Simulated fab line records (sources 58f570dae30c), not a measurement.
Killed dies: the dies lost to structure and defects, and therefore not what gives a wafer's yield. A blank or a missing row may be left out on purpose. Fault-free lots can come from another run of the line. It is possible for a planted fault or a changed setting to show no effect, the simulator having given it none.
Code-filled problem report in 8D (eight disciplines) form || flow berkeley cmos170 || the parts of the form that need people (team, actions taken, sign-off) are left out

1. THE PROBLEM
A mean of 1.318 a.u. is read at UCB170_M3_ETCH_17 for oes product au, taken on 1 wafer of 1 lot, against 1.001 a.u. (standard deviation 0.019) on wafers free of any fault. That puts it +17 standard deviations away from the usual mean.
The step: etches BARC in N2/H2.
Earliest sighting: wafer L729.1 on rie diel-04 at day 11 01:05. Wafers with a number at this step in the record: 39, from 13 lots. The rule behind "out" and "out of limits": a value lying over 4 standard deviations away from the usual mean. The other wafers with a number count as sound.

2. WHAT IT IS; WHAT IT IS NOT
{"question": "which readings at this step", "is": "oes product au", "is not": "drypump motor current A, throttle valve pct"}
{"question": "which lots", "is": "L729", "is not": "L717, L718, L719, L720, L722, L731, L732, L733, L735, L736, L737, L739"}
{"question": "which wafers of those lots", "is": "L729.1", "is not": "L729.2, L729.6"}
{"question": "read on which tools", "is": "rie diel-04", "is not": "rie diel-01, rie diel-03"}
{"question": "when", "is": "from day 11 01:05", "is not": "up to then (17 sound wafers); but 21 sound wafers of L731, L732, L733, L735, L736, L737, L739 came after"}

3. WHAT RULES OUT EACH SUSPECT
Counting: a tool at a process step up to the reading stays a suspect if it ran every lot that is out. Sound lots after the first of them don't rule it out here, since some wafers of a struck lot are sound.
- rie diel-04 at UCB170_M3_ETCH_17 (etches BARC in N2/H2): kept. It processed L729, the lot that is out, at day 11 01:05, and its most recent sound lot before then was L722 at day 10 00:58. Its own oes product au readings are out on those wafers.
- In rie diel-04 at UCB170_M3_ETCH_17, the wafers that are out were processed in chamber 1 and their sound lot-mates in chambers 0, 3.
After counting, what remains is rie diel-04 at UCB170_M3_ETCH_17.

4. THE CAUSE (what the simulator had put in)
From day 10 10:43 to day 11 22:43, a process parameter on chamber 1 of rie diel-04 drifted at UCB170_M3_ETCH_17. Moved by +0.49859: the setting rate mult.
After counting, this tool was the only one left.

5. THE EFFECT CHAIN, in route order
Each row: a reading where the mean over the struck wafers with a number is more than 3 standard deviations away from the usual. Only readings whose record carries a usual standard deviation are examined. hours: median over the lots of the time between each lot's start at the first step of this table that gives one and its start at this step. sigmas: the change, counted in usual standard deviations.
{"hours": 0, "step": "UCB170_M3_ETCH_17", "reading": "oes product au", "usual": "1.001 a.u.", "on struck wafers": 1.318, "change": "+0.317", "sigmas": "+17"}
{"hours": 0, "step": "UCB170_M3_CD_MEAS_90", "reading": "cd nm", "usual": "698.7 nm", "on struck wafers": 692.2, "change": -6.5, "sigmas": -3.1}
Its process steps:
- UCB170_M3_ETCH_17: etches BARC in N2/H2.

6. HOW IT WOULD HAVE BEEN CAUGHT EARLIER
First out-of-limits reading in this record: day 11 01:05, which is 14 hours after fault onset at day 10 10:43.
